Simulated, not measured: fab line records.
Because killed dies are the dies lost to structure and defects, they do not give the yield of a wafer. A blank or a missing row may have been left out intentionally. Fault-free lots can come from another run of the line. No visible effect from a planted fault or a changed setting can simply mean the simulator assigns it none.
Split-lot trial | flow rit-cmos | on a route of 202 steps: 5 lots, 23 wafers read

== THE SPLIT ==
At RIT_CONTACT_CVD_00 (deposits SiO2 from TEOS, target thk 400 nm, time 61 s), the setting time-s was moved away from the recipe's 61 s on 7 of the 23 wafers read, by -14.8% to -4.0%. All remaining wafers had this setting at the recipe value.

No step appears in the file between the split and the reading.

== THE READING ==
Values of CONTACT_TEOS_THK in nm from RIT_CONTACT_THK_MEAS_01. Fault-free wafers of this fab line usually give 399 nm, standard deviation 4.6 nm.

wafer  | tool, chamber at the split | time-s as run, s | against the recipe | CONTACT_TEOS_THK, nm | against lot-mates on the recipe
L074.1 | pecvd-01, 0                | 51.96            | -14.8%             | 346                  | -53
L074.3 | pecvd-01, 1                | 61               | recipe             | 395                  | -
L074.4 | pecvd-01, 0                | 61               | recipe             | 403                  | -
L074.5 | pecvd-01, 1                | 61               | recipe             | 400                  | -
L074.6 | pecvd-01, 2                | 51.96            | -14.8%             | 343                  | -56
L076.1 | pecvd-02, 2                | 61               | recipe             | 393                  | -
L076.2 | pecvd-02, 1,0              | 58.57            | -4.0%              | 379                  | -16
L076.4 | pecvd-02, 1                | 58.57            | -4.0%              | 383                  | -12
L076.5 | pecvd-02, 2                | 61               | recipe             | 397                  | -
L076.6 | pecvd-02, 1,0              | 58.57            | -4.0%              | 380                  | -15
L077.1 | pecvd-01, 2,1,0            | 61               | recipe             | 401                  | -
L077.3 | pecvd-01, 1                | 61               | recipe             | 396                  | -
L077.4 | pecvd-01, 2,1,0            | 61               | recipe             | 401                  | -
L077.5 | pecvd-01, 2                | 61               | recipe             | 406                  | -
L077.6 | pecvd-01, 2,1,0            | 61               | recipe             | 411                  | -
L078.1 | pecvd-03, 2                | 61               | recipe             | 396                  | -
L078.3 | pecvd-03, 0                | 61               | recipe             | 397                  | -
L078.6 | pecvd-03, 0                | 61               | recipe             | 405                  | -
L079.1 | pecvd-02, 0,2              | 61               | recipe             | 392                  | -
L079.2 | pecvd-02, 2                | 57.11            | -6.4%              | 370                  | -25
L079.3 | pecvd-02, 1                | 61               | recipe             | 396                  | -
L079.4 | pecvd-02, 1                | 57.11            | -6.4%              | 379                  | -16
L079.5 | pecvd-02, 0,2              | 61               | recipe             | 398                  | -
Rows listing several chambers each stand for several wafers; the file does not say which wafer went through which chamber.

THE FIT
A straight line over all 23 wafers: CONTACT_TEOS_THK changes by +3.75 nm for each +1% of time-s; r = +0.96; the points scatter about the line by 4.8 nm.
The same after taking each lot's own level away (the mean of its wafers on the recipe; 23 wafers): +3.65 nm for each +1%; r = +0.97; scatter 3.8 nm.
Per that fit: largest time-s move, reading shift of 54 nm.
From 395.0 to 403.0 nm: that is the span of the lots' own levels, equal to 1.7 times the standard deviation above.
The two slopes are in agreement: the lot-to-lot level therefore moves the slope only a little.
Check: -54.2 nm against its lot-mates is what the line predicts for one of the wafers moved furthest among these (-14.8%) when that wafer is left out of the fit. Against them it came out at -53.3 nm.

== OTHER SPLITS APPLIED TO THESE WAFERS ==
Before the reading, these wafers also passed through other splits. Each is held against what the fit with the lots' levels taken away leaves over:
other split on the same wafers | wafers away from the commonest value | r with CONTACT_TEOS_THK (lot level and that fit taken away)
RIT_SILICIDE_SPUTTER_01 time-s | 6                                    | +0.01

== THE WHOLE CHAIN: every reading that the file lists as answering this split, in the file's order ==
step                    | what it does                                                                | reading                                                                        | change (the file's fit)              | r (the file's)
RIT_CONTACT_CVD_00      | deposits SiO2 from TEOS, target thk 400 nm, time 61 s                       | SiO2_of_CONTACT_CVD_00.thk-nm (the simulator's own value, which no gauge read) | +3.65 nm for each +1% of the setting | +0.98
RIT_CONTACT_THK_MEAS_01 |                                                                             | CONTACT_TEOS_THK                                                               | +3.61 for each +1% of the setting    | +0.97
RIT_CONTACT_ETCH_11     | etches SiO2 in CHF3/CF4/Ar, stops on TiSi2, target depth 480 nm, time 320 s | etch.depth-nm (the simulator's own value, which no gauge read)                 | +3.65 nm for each +1% of the setting | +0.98
RIT_CONTACT_ETCH_11     | etches SiO2 in CHF3/CF4/Ar, stops on TiSi2, target depth 480 nm, time 320 s | CONTACT.feature-depth-nm (the simulator's own value, which no gauge read)      | +3.6 nm for each +1% of the setting  | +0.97

== THE FILE'S OWN FIT ==
CONTACT_TEOS_THK changes by +3.61 nm for each +1% of time-s, r = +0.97.
